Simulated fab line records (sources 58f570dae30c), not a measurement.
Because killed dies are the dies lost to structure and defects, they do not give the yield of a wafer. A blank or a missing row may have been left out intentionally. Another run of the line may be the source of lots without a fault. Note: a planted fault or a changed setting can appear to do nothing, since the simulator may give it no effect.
Which of the tools did it? ; flow berkeley_cmos170 ; 15 lots with 45 wafers sampled at 4 steps, on a route of 331 steps

== WHAT THE GAUGES READ, wafer by wafer ==
UCB170_NSD_TW_MEAS_10. Usual: NSD_TW gives 4188 (standard deviation 50).
lot;measured;on;NSD_TW;flag
L133;day 8 05:09;film_metro-01;4139 4160 4150;
L135;day 9 02:39;film_metro-03;4218 4236 4203;
L140;day 10 02:01;film_metro-01;4144 4152 4117;
L139;day 10 02:09;film_metro-03;4236 4217 4209;
L137;day 10 03:13;film_metro-01;4131 4127 4150;
L138;day 10 03:20;film_metro-02;4256 4266 4243;
L145;day 10 18:36;film_metro-02;4226 4238 4237;
L144;day 10 18:52;film_metro-03;4233 4251 4209;
L141;day 10 18:53;film_metro-01;4151 4114 4123;
L143;day 10 19:04;film_metro-01;4161 4141 4140;
L142;day 10 19:21;film_metro-01;4155 4137 4134;
L149;day 11 08:41;film_metro-01;4111 4139 4117;
L151;day 11 09:08;film_metro-02;4275 4258 4283;
L150;day 11 09:18;film_metro-02;4269 4241 4252;
L155;day 12 11:05;film_metro-01;4146 4160 4123;

UCB170_SDANNEAL_RS_MEAS_02: measures by four-point-probe. Usual: PSD_RS gives 75.86 ohm/sq (standard deviation 0.27).
lot;measured;on;PSD_RS (ohm/sq);flag
L133;day 8 06:29;film_metro-03;75.78 76.11 75.88;
L135;day 9 07:07;film_metro-03;75.64 75.55 75.36;
L140;day 10 04:05;film_metro-02;75.76 75.70 76.15;
L139;day 10 04:08;film_metro-03;75.84 75.63 75.77;
L137;day 10 05:28;film_metro-01;76.27 76.05 76.57;
L138;day 10 05:46;film_metro-02;75.87 75.89 75.55;
L145;day 10 20:31;film_metro-02;75.78 75.98 75.69;
L144;day 10 21:04;film_metro-01;75.68 75.67 75.69;
L141;day 10 21:04;film_metro-03;76.10 75.79 75.85;
L143;day 10 21:09;film_metro-02;75.90 75.75 75.71;
L142;day 10 22:16;film_metro-03;75.52 75.50 75.80;
L149;day 11 09:49;film_metro-01;75.95 76.28 76.52;
L151;day 11 10:23;film_metro-01;75.81 75.78 75.88;
L150;day 11 10:46;film_metro-02;75.60 75.79 76.03;
L155;day 12 12:14;film_metro-02;75.56 75.34 75.60;

UCB170_CONTACT_OVL_MEAS_16. Usual: CONTACT_OVL gives 1 nm (standard deviation 5.2).
lot;measured;on;CONTACT_OVL (nm);flag
L133;day 8 15:33;overlay-02;4 8 10;
L135;day 9 14:50;overlay-01;5 3 7;
L140;day 10 11:53;overlay-02;2 2 -5;
L139;day 10 10:30;overlay-02;0 1 -1;
L137;day 10 11:43;overlay-01;-9 -5 -5;
L138;day 10 15:09;overlay-02;-6 -3 5;
L145;day 11 03:54;overlay-02;9 6 6;
L144;day 11 04:02;overlay-01;0 -5 -4;
L141;day 11 04:11;overlay-02;0 4 1;
L143;day 11 03:53;overlay-01;-1 4 1;
L142;day 11 05:21;overlay-01;8 2 -1;
L149;day 11 14:48;overlay-02;3 -4 -2;
L151;day 11 18:28;overlay-02;- - -;OFF
L150;day 11 18:45;overlay-01;- - -;OFF
L155;day 12 16:52;overlay-01;- - -;OFF

== WHAT TOOL EACH LOT RAN ON (gives the tool, then ch and the chambers of the sampled wafers, and finally the start) ==
lot;UCB170_CONTACT_EXPOSE_12
L133;krf_scanner-02 ch 0, day 8 15:04
L135;krf_scanner-02 ch 0, day 9 13:43
L140;krf_scanner-02 ch 0, day 10 10:53
L139;krf_scanner-02 ch 0, day 10 09:47
L137;krf_scanner-02 ch 0, day 10 10:44
L138;krf_scanner-02 ch 0, day 10 14:03
L145;krf_scanner-02 ch 0, day 11 02:38
L144;krf_scanner-02 ch 0, day 11 02:44
L141;krf_scanner-02 ch 0, day 11 03:06
L143;krf_scanner-02 ch 0, day 11 02:31
L142;krf_scanner-02 ch 0, day 11 04:36
L149;krf_scanner-02 ch 0, day 11 13:58
L151;krf_scanner-02, day 11 17:14
L150;krf_scanner-02, day 11 17:23
L155;krf_scanner-02, day 12 16:22
- UCB170_CONTACT_EXPOSE_12: exposes mask CONT, target cd 700 nm.

== AS READ BY THE TOOLS THEMSELVES (means over the sampled wafers that have a number; for cases with no such wafer, the mark the record gives instead) ==
UCB170_CONTACT_EXPOSE_12. Usual: exposure_dose_mJ_cm2 34.69, standard deviation 0.034; focus_offset_nm 0.1 nm, standard deviation 0.54; stage_vel_mm_s 500.01 mm/s, standard deviation 0.25.
lot;tool;exposure_dose_mJ_cm2;focus_offset_nm (nm);stage_vel_mm_s (mm/s);flag
L133;krf_scanner-02;34.70;0.4;499.78;
L135;krf_scanner-02;34.70;-0.0;500.60;
L140;krf_scanner-02;34.70;0.7;500.21;
L139;krf_scanner-02;34.71;-0.1;499.87;
L137;krf_scanner-02;34.74;-0.5;499.98;
L138;krf_scanner-02;34.66;-0.1;500.22;
L145;krf_scanner-02;34.70;0.7;499.80;
L144;krf_scanner-02;34.67;0.3;499.92;
L141;krf_scanner-02;34.69;0.3;499.65;
L143;krf_scanner-02;34.68;0.2;499.72;
L142;krf_scanner-02;34.73;0.2;500.33;
L149;krf_scanner-02;34.71;0.5;499.86;
L151;krf_scanner-02;-;-;-;OFF
L150;krf_scanner-02;-;-;-;OFF
L155;krf_scanner-02;-;-;-;OFF

== THE ANSWER, worked out from the rows above alone ==
Rule: a lot counts as off when the mean over its wafers that have a number is more than 3 standard deviations away from the usual mean. Also off: a lot with no number at a reading for which 4 or more lots have one. Any other lot the step has rows for is counted as sound. Order of review: gauges by route order, followed by the tools' own readings, for which a lot's mean as printed above is used. At the first step where some lot is off, the reading lying furthest off is the one used; lots without a number count as furthest.
Off: at UCB170_CONTACT_OVL_MEAS_16 (CONTACT_OVL), L151, L150, L155. Without a number there: L151, L150, L155.
A tool fits if, at a process step before that reading, it ran every lot that is off, and no sound lot after the first of them. The gauges at UCB170_CONTACT_OVL_MEAS_16 aren't tried: what is off there is off at UCB170_CONTACT_EXPOSE_12 too, on other tools, and a gauge's error can't cause that. One candidate fits, namely krf_scanner-02 at UCB170_CONTACT_EXPOSE_12. A fault onset in the window from L149 (day 11 13:58, its last sound lot) to L151 (day 11 17:14, its first lot off) fits.
Blank at UCB170_CONTACT_EXPOSE_12 on the lots that are off, where sound lots have numbers: exposure_dose_mJ_cm2, focus_offset_nm, stage_vel_mm_s.

== WHAT THE SIMULATOR PUT IN ==
Step skipped in full: krf_scanner-02, at UCB170_CONTACT_EXPOSE_12, from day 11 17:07 onward. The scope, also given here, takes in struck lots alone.
Shown lots that were struck: L151, L150, L155. The rule above found the same.
